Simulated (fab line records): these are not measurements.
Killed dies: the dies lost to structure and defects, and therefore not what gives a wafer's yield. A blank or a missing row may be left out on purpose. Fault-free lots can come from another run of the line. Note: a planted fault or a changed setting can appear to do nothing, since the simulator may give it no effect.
Lot-split experiment + flow ritCmos + route with 202 steps; 5 lots, 20 wafers read

== ON THE SPLIT ==
At RIT_GATE_DEVELOP_15 (develop time 50 s), the setting developTimeS was moved away from the recipe's 50 s on 6 of the 20 wafers read, by -40.9% to -27.5%. For the rest of the wafers, this setting stayed at what the recipe calls for.

== FROM THE SPLIT TO THE READING: what the file shows between them, 14 steps ==
- RIT_SPACER_ETCHBACK_05: etches Si3N4 in SF6/CHF3, stops on SiO2, target depth 250 nm, time 240 s (also split here: timeS)
- RIT_PSD_DEVELOP_05: develop time 50 s (also split here: developTimeS)
- RIT_PSD_HARDBAKE_07: time 60 s
- RIT_PSD_STRIP_09: strips in O2, time 180 s
- RIT_SDANNEAL_CLEAN_00: cleans in SC1, time 600 s
- RIT_CONTACT_CVD_00: deposits SiO2 from TEOS, target thk 400 nm, time 61 s (also split here: timeS)
- RIT_CONTACT_THK_MEAS_01
- RIT_CONTACT_HMDS_02: prime time 60 s
- RIT_CONTACT_COAT_03: resist thk 1000 nm
- RIT_CONTACT_HARDBAKE_10: time 60 s
- RIT_CONTACT_ETCH_11: etches SiO2 in CHF3/CF4/Ar, stops on TiSi2, target depth 480 nm, time 320 s
- RIT_M1_STRIP_13: strips in nmp, time 600 s (also split here: timeS)
- RIT_M1_STRIP_14: strips in O2, time 180 s
- RIT_M1_ANNEAL_15: time 1800 s

== THE READING ==
etest.nmosTurned.driveUaUm (the simulator's own value, which no gauge read), at RIT_M1_PROBE_99. No usual value for it is given in the file. The 14 wafers here that ran the recipe average 330.4, standard deviation 7.3.

| wafer  | tool, chamber at the split | developTimeS as run, s | against the recipe | etest.nmosTurned.driveUaUm | against lot-mates on the recipe |
|--------|----------------------------|------------------------|--------------------|----------------------------|---------------------------------|
| L076.3 | lithoTrack-03, 0           | 50                     | recipe             | 314.9                      | -                               |
| L076.4 | lithoTrack-03, 0           | 50                     | recipe             | 327.8                      | -                               |
| L076.6 | lithoTrack-03, 0           | 50                     | recipe             | 316.5                      | -                               |
| L079.1 | lithoTrack-03, 0           | 50                     | recipe             | 339.3                      | -                               |
| L079.2 | lithoTrack-03, 0           | 36.26                  | -27.5%             | 258.3                      | -76.6                           |
| L079.3 | lithoTrack-03, 0           | 36.26                  | -27.5%             | 262                        | -72.9                           |
| L079.4 | lithoTrack-03, 0           | 50                     | recipe             | 332.2                      | -                               |
| L079.5 | lithoTrack-03, 0           | 50                     | recipe             | 333.3                      | -                               |
| L079.6 | lithoTrack-03, 0           | 36.26                  | -27.5%             | 262.8                      | -72.1                           |
| L082.2 | lithoTrack-04, 0           | 50                     | recipe             | 328.1                      | -                               |
| L082.3 | lithoTrack-04, 0           | 50                     | recipe             | 324.7                      | -                               |
| L083.1 | lithoTrack-01, 0           | 50                     | recipe             | 331.2                      | -                               |
| L083.2 | lithoTrack-01, 0           | 50                     | recipe             | 339.7                      | -                               |
| L083.3 | lithoTrack-01, 0           | 29.54                  | -40.9%             | 227.5                      | -108.1                          |
| L083.4 | lithoTrack-01, 0           | 50                     | recipe             | 335.9                      | -                               |
| L083.5 | lithoTrack-01, 0           | 29.54                  | -40.9%             | 225.6                      | -110.0                          |
| L083.6 | lithoTrack-01, 0           | 29.54                  | -40.9%             | 229.9                      | -105.7                          |
| L084.1 | lithoTrack-04, 0           | 50                     | recipe             | 336.5                      | -                               |
| L084.2 | lithoTrack-04, 0           | 50                     | recipe             | 330.2                      | -                               |
| L084.5 | lithoTrack-04, 0           | 50                     | recipe             | 335.4                      | -                               |

FIT RESULTS
A straight line over all 20 wafers: etest.nmosTurned.driveUaUm changes by +2.51 for each +1% of developTimeS; r = +0.99; the points scatter about the line by 6.5.
The same after taking each lot's own level away (the mean of its wafers on the recipe; 20 wafers): +2.65 for each +1%; r = +1.00; scatter 3.5.
On that fit, the largest move of developTimeS shifts the reading by 1.1e+02.
Measured against the standard deviation above, the lots' own levels, which go from 319.73 to 335.60, span 2.2 times it.
The two slopes agree, so the slope changes little with the lot-to-lot level.
Check: -109 against its lot-mates is what the line predicts for one of the wafers moved furthest among these (-40.9%) when that wafer is left out of the fit. Against them it came out at -108.

== FURTHER SPLITS ON THESE WAFERS ==
Before the reading, these wafers also passed through other splits. Each is held against what the fit with the lots' levels taken away leaves over:
| other split on the same wafers  | wafers away from the commonest value | r with etest.nmosTurned.driveUaUm (lot level and that fit taken away) |
|---------------------------------|--------------------------------------|-----------------------------------------------------------------------|
| RIT_SPACER_ETCHBACK_05 timeS    | 0                                    | -                                                                     |
| RIT_PSD_DEVELOP_05 developTimeS | 5                                    | +0.06                                                                 |
| RIT_CONTACT_CVD_00 timeS        | 7                                    | -0.10                                                                 |
| RIT_M1_STRIP_13 timeS           | 11                                   | -0.09                                                                 |

== THE WHOLE CHAIN: every reading that the file lists as answering this split, in the file's order ==
| step            | what it does | reading                                                                     | change (the file's fit)                                                           | r (the file's) |
|-----------------|--------------|-----------------------------------------------------------------------------|-----------------------------------------------------------------------------------|----------------|
| RIT_M1_PROBE_99 |              | etest.pmos_0p15.rOnOhmUm (the simulator's own value, which no gauge read)   | -55 for each +1% of the setting                                                   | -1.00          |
| RIT_M1_PROBE_99 |              | etest.pmos_0p3.rOnOhmUm (the simulator's own value, which no gauge read)    | not straight: 8529 at the lowest setting, 6279 at the recipe, 4739 at the highest | not given      |
| RIT_M1_PROBE_99 |              | etest.pmosTurned.rOnOhmUm (the simulator's own value, which no gauge read)  | not straight: 5636 at the lowest setting, 3406 at the recipe, 1884 at the highest | not given      |
| RIT_M1_PROBE_99 |              | etest.nmos_0p15.rOnOhmUm (the simulator's own value, which no gauge read)   | -16.4 for each +1% of the setting                                                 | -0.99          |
| RIT_M1_PROBE_99 |              | etest.nmos_0p3.rOnOhmUm (the simulator's own value, which no gauge read)    | not straight: 2849 at the lowest setting, 2154 at the recipe, 1722 at the highest | not given      |
| RIT_M1_PROBE_99 |              | etest.nmos_0p15.driveUaUm (the simulator's own value, which no gauge read)  | +5.07 for each +1% of the setting                                                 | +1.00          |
| RIT_M1_PROBE_99 |              | etest.pmos_0p15.driveUaUm (the simulator's own value, which no gauge read)  | +3.23 for each +1% of the setting                                                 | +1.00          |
| RIT_M1_PROBE_99 |              | etest.nmosTurned.driveUaUm (the simulator's own value, which no gauge read) | +2.65 for each +1% of the setting                                                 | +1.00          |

== THE FILE'S OWN FIT ==
etest.nmosTurned.driveUaUm changes by +2.65 for each +1% of developTimeS, r = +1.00.
